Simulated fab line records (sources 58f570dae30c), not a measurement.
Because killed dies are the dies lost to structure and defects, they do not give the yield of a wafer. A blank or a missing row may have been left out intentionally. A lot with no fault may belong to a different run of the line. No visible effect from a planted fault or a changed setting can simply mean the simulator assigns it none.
Comparing a struck lot with a sound one + flow berkeleyCmos170 + 13 steps out of a route of 331
Sound: wafers L130.1, L130.3, L130.4. Wafers struck: L145.3, L145.5, L145.6. At the end, the cause is stated.
For every step that has rows: the tool of each side, followed by ch and its chambers, followed by its first start. Under that, the readings that differ: sound wafers + struck wafers + difference of the means + sigmas: that difference in standard deviations of wafers without a fault.
alike: readings whose means differ by less than 2 such deviations, and words and numbers that are the same on both sides. not compared: withheld readings, readings that some wafer has no value for, bounds like >300 that may hide the same value, and numbers for which the record gives no deviation and whose values overlap.
The two part at a step that has a row with sigmas, a row that says differs or no value, or rows on one side only. Numbers that have no deviation but don't overlap get no sigmas and don't part them. A reading missing from all wafers of one side parts the sides only when that side holds two or more wafers.

UCB170_START_BOW_MEAS_00:
  sound on filmMetro-02 at day 2 06:00; struck on filmMetro-03 at day 5 09:02
  alike: INCOMING_BOW
then, 2 steps without rows for these wafers: UCB170_START_CLEAN_01 (cleans in dHF, time 60 s); UCB170_START_OXIDATION_02 (target thk 20 nm, ox time 1885 s).
UCB170_START_THK_MEAS_03:
  sound on filmMetro-02 at day 2 09:26; struck on filmMetro-03 at day 5 12:33
  alike: START_OXIDE_THK
then, 7 steps without rows for these wafers: UCB170_START_ANNEAL_04 (time 1200 s); UCB170_ZERO_HMDS_00 (prime time 60 s); UCB170_ZERO_COAT_01 (resist thk 900 nm); UCB170_ZERO_SOFTBAKE_02 (time 60 s); UCB170_ZERO_EXPOSE_03 (exposes mask PM MARKS, target cd 4000 nm); UCB170_ZERO_PEB_04; UCB170_ZERO_DEVELOP_05 (develop time 45 s).
UCB170_ZERO_ETCH_06: etches SiO2 in CHF3/CF4/Ar, time 12 s.
  sound on rieDiel-01 ch 0,1,2, day 2 14:50; struck on rieDiel-04 ch 0,3, day 5 17:25
  no value came back on the struck wafers for any of 7 readings (CHF3_flow_sccm (sccm), cf4FlowSccm (sccm) and others); on the sound wafers CHF3_flow_sccm (sccm) reads 50.14 49.62 49.90
UCB170_ZERO_STRIP_07: strips in O2.
  sound on plasmaAsher-02 ch 0,1, day 2 14:52; struck on plasmaAsher-02 ch 0,1, day 5 17:28
| reading                  | sound             | struck            | difference | sigmas |
|--------------------------|-------------------|-------------------|------------|--------|
| oesProductAu (a.u.)      | 0.733 0.718 0.725 | 0.739 0.730 0.744 | +0.012     | +3     |
| stripTimeToEndpointS (s) | 21.46 21.51 21.52 | 21.67 21.65 21.66 | +0.16      | +3     |
  alike: chamberPressureMTorr, drypumpMotorCurrentA
  not compared: rfHoursCounterH

== WHERE THEY PART ==
At UCB170_ZERO_ETCH_06 first; at UCB170_ZERO_STRIP_07 last (within this record only).

WHY: what the simulator had put in
Entire step skipped (rieDiel-04, UCB170_ZERO_ETCH_06), from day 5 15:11 onward. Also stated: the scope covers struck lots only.
